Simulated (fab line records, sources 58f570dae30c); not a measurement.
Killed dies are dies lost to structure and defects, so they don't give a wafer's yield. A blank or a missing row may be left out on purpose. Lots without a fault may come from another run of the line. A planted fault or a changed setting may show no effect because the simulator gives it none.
Which tool did it? | flow berkeley_cmos170 | 7 lots, 21 wafers sampled, at 2 steps of a route of 331

WHAT THE GAUGES READ, wafer by wafer
UCB170_NLDD_TW_MEAS_11.
lot  | measured     | on            | NLDD_TW
L696 | day 8 16:17  | film_metro-01 | 2199 2203 2214
L700 | day 9 11:46  | film_metro-01 | 2444 2445 2443
L702 | day 10 10:41 | film_metro-02 | 2189 2199 2209
L705 | day 10 10:50 | film_metro-03 | 2181 2174 2163
L707 | day 10 23:16 | film_metro-01 | 2441 2455 2449
L710 | day 11 23:04 | film_metro-01 | 2199 2216 2219
L715 | day 12 11:56 | film_metro-03 | 2178 2172 2174

WHICH TOOL RAN EACH LOT (tool, then ch and the chambers of the sampled wafers, then the start)
lot  | UCB170_NLDD_IMPLANT_09
L696 | implanter-01 ch 0, day 8 16:03
L700 | implanter-04 ch 0, day 9 11:11
L702 | implanter-01 ch 0, day 10 10:27
L705 | implanter-03 ch 0, day 10 10:35
L707 | implanter-01 ch 0, day 10 22:36
L710 | implanter-04 ch 0, day 11 22:49
L715 | implanter-01 ch 0, day 12 11:41
- UCB170_NLDD_IMPLANT_09

THE ANSWER, worked out from the rows above alone
Rule: what is usual is taken from the lots themselves. Put in order of their means at a reading, lots are off if they are a third of the lots or fewer, leave a main group of 4 or more, and stand apart from it by a gap of 3 or more times the standard deviation of the main group's means; of several such gaps the widest counts. A main group whose means are all the same, to the digits that the tables above print for the reading, isn't used. A lot without any number at a reading at which 4 lots or more have one is off too. The other lots that the step has rows for count as sound.
Off: L700, L707, at UCB170_NLDD_TW_MEAS_11 (NLDD_TW). The main group: mean 2193, standard deviation 16.
A tool fits if, at a process step before that reading, it ran every lot that is off, and no sound lot after the first of them. The gauges at UCB170_NLDD_TW_MEAS_11 are tried like those tools. None of those tried fits.

WHAT THE SIMULATOR HAD PUT IN
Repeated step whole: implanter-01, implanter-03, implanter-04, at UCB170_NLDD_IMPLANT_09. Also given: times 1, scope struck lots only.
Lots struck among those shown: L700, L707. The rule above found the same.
